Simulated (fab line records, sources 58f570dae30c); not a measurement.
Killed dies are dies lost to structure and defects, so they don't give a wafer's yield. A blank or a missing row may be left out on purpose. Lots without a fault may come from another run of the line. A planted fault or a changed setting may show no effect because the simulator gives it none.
Which tool did it? | flow berkeley_cmos170 | 13 lots, 38 wafers sampled, at 4 steps of a route of 331

WHAT THE GAUGES READ, wafer by wafer
UCB170_V2_THK_MEAS_04. Usual: V2_POLISHED_THK 1000.4 nm, standard deviation 1.6.
lot  | measured     | on            | V2_POLISHED_THK (nm) | flag
L429 | day 8 10:52  | film_metro-01 | 1000.4 1000.1 1003.3 |
L431 | day 8 19:14  | film_metro-04 | 997.7 1001.3 1000.5  |
L430 | day 8 19:29  | film_metro-01 | 997.4 1001.8 998.2   |
L437 | day 10 12:44 | film_metro-03 | 1001.0 999.9 1000.0  |
L438 | day 10 15:29 | film_metro-04 | 1001.1 999.4         |
L440 | day 10 16:33 | film_metro-04 | 1001.9 1000.1 1001.3 |
L444 | day 11 14:35 | film_metro-01 | 998.3 1001.5 999.0   |
L443 | day 11 18:23 | film_metro-01 | 998.7 999.4 997.8    |
L447 | day 12 05:41 | film_metro-04 | 996.0 999.4 997.9    |
L445 | day 12 05:55 | film_metro-01 | 1000.5 1002.1 1000.5 |
L451 | day 13 04:26 | film_metro-04 | 998.5 1001.3 1000.1  |
L452 | day 13 06:15 | film_metro-03 | 999.5 999.1 999.7    |
L450 | day 13 09:10 | film_metro-03 | 1001.6 1002.7 1004.5 |

UCB170_V2_CD_MEAS_90: target cd 700 nm. Usual: cd_nm 700.6 nm, standard deviation 1.5.
lot  | measured     | on        | cd_nm (nm)        | flag
L429 | day 8 12:38  | cd_sem-01 | 702.5 701.3 702.8 |
L431 | day 8 20:45  | cd_sem-02 | 699.8 699.1 700.8 |
L430 | day 8 21:01  | cd_sem-02 | 700.5 699.1 700.1 |
L437 | day 10 14:35 | cd_sem-02 | 702.4 702.4 698.5 |
L438 | day 10 17:09 | cd_sem-02 | 704.6 703.6       |
L440 | day 10 18:13 | cd_sem-02 | 700.7 699.0 697.5 |
L444 | day 11 16:08 | cd_sem-01 | 698.8 700.0 702.9 |
L443 | day 11 19:56 | cd_sem-01 | 699.4 699.3 699.6 |
L447 | day 12 07:20 | cd_sem-02 | 699.8 700.0 697.9 |
L445 | day 12 07:27 | cd_sem-01 | 699.0 701.3 698.5 |
L451 | day 13 07:26 | cd_sem-02 | 697.9 701.9 700.1 |
L452 | day 13 08:31 | cd_sem-01 | 703.0 701.5 704.4 |
L450 | day 13 11:24 | cd_sem-01 | 701.3 700.7 701.8 |

WHICH TOOL RAN EACH LOT (tool, then ch and the chambers of the sampled wafers, then the start)
lot  | UCB170_V1_CMP_02              | UCB170_M2_METAL_ETCH_18
L429 | cmp-02 ch 1,2, day 8 04:20    | rie_metal-01 ch 0,1, day 8 09:47
L431 | cmp-02 ch 0,1,3, day 8 12:29  | rie_metal-01 ch 0,1, day 8 18:12
L430 | cmp-01 ch 1,2,3, day 8 13:53  | rie_metal-02 ch 0,1, day 8 18:26
L437 | cmp-02 ch 1,2, day 10 06:02   | rie_metal-02 ch 0, day 10 11:41
L438 | cmp-02 ch 1,2, day 10 08:49   | rie_metal-01 ch 0,1, day 10 14:25
L440 | cmp-01 ch 1,2,3, day 10 09:07 | rie_metal-01 ch 0,1, day 10 15:33
L444 | cmp-01 ch 1,2, day 11 09:17   | rie_metal-02 ch 0,1, day 11 13:35
L443 | cmp-01 ch 0,1, day 11 11:55   | rie_metal-03 ch 0,1, day 11 17:23
L447 | cmp-02 ch 1,2, day 11 23:40   | rie_metal-02 ch 0,1, day 12 04:37
L445 | cmp-01 ch 0,1,2, day 11 23:43 | rie_metal-03 ch 0,1, day 12 04:52
L451 | cmp-02 ch 0,2, day 12 22:23   | rie_metal-02 ch 0,1, day 13 03:22
L452 | cmp-02 ch 0,1, day 12 23:43   | rie_metal-03 ch 1, day 13 05:13
L450 | cmp-01 ch 0,1,3, day 13 01:23 | rie_metal-02 ch 0, day 13 08:05
- UCB170_V1_CMP_02: polishes SiO2.
- UCB170_M2_METAL_ETCH_18: etches Al in Cl2/BCl3, stops on SiO2, target depth 1170 nm, time 195 s.

WHAT THE TOOLS THEMSELVES READ (means of the sampled wafers that have a number; where no wafer has one, the mark that the record gives instead)
UCB170_V1_CMP_02. Usual: edge_zone_pressure_frac 1.000, standard deviation 0.0046; motor_current_A 16.0 A, standard deviation 2; slurry_flow_ml_min 150.0, standard deviation 0.47.
lot  | tool   | edge_zone_pressure_frac | motor_current_A (A) | slurry_flow_ml_min | flag
L429 | cmp-02 | 1.001                   | 15.1                | 149.8              |
L431 | cmp-02 | 1.001                   | 16.4                | 150.1              |
L430 | cmp-01 | 1.005                   | 14.9                | 149.8              |
L437 | cmp-02 | 0.998                   | 15.7                | 150.4              |
L438 | cmp-02 | 0.995                   | 16.0                | 150.8              |
L440 | cmp-01 | 1.002                   | 14.9                | 150.0              |
L444 | cmp-01 | 1.000                   | 15.1                | 149.3              |
L443 | cmp-01 | 1.006                   | 16.7                | 149.8              |
L447 | cmp-02 | 1.008                   | 15.5                | 149.8              |
L445 | cmp-01 | 1.003                   | 16.0                | 150.1              |
L451 | cmp-02 | 1.000                   | 17.0                | 150.0              |
L452 | cmp-02 | 0.997                   | 17.9                | 150.1              |
L450 | cmp-01 | 1.001                   | 15.2                | 149.5              |

UCB170_M2_METAL_ETCH_18. Usual: drypump_motor_current_A 5.6 A, standard deviation 0.47; oes_product_au 0.850 a.u., standard deviation 0.018; throttle_valve_pct 24.39 %, standard deviation 0.12.
lot  | tool         | drypump_motor_current_A (A) | oes_product_au (a.u.) | throttle_valve_pct (%) | flag
L429 | rie_metal-01 | 5.6                         | 0.831                 | 24.36                  |
L431 | rie_metal-01 | 5.4                         | 0.829                 | 24.41                  |
L430 | rie_metal-02 | 6.0                         | 0.872                 | 24.33                  |
L437 | rie_metal-02 | 5.9                         | 0.879                 | 24.52                  |
L438 | rie_metal-01 | 5.5                         | 0.828                 | 24.38                  |
L440 | rie_metal-01 | 5.4                         | 0.838                 | 24.40                  |
L444 | rie_metal-02 | 6.0                         | 0.866                 | 24.36                  |
L443 | rie_metal-03 | 5.6                         | 0.855                 | 24.39                  |
L447 | rie_metal-02 | 6.0                         | 0.866                 | 24.38                  |
L445 | rie_metal-03 | 5.6                         | 0.853                 | 24.40                  |
L451 | rie_metal-02 | 5.9                         | 0.854                 | 24.52                  |
L452 | rie_metal-03 | 4.7                         | 0.864                 | 24.40                  |
L450 | rie_metal-02 | 6.0                         | 0.842                 | 24.68                  |

THE ANSWER, worked out from the rows above alone
Rule: a lot is off if the mean of its wafers that have a number lies more than 3 standard deviations from the usual mean. A lot without any number at a reading at which 4 lots or more have one is off too. The other lots that the step has rows for count as sound. The gauges are gone through in route order, then the tools' own readings, and for those a lot's mean is taken as printed above. The first step at which some lot is off is used, and at that step the reading that is off furthest; a lot without a number counts as furthest.
No lot is off at any reading shown: from this, nothing can be told.

WHAT THE SIMULATOR HAD PUT IN
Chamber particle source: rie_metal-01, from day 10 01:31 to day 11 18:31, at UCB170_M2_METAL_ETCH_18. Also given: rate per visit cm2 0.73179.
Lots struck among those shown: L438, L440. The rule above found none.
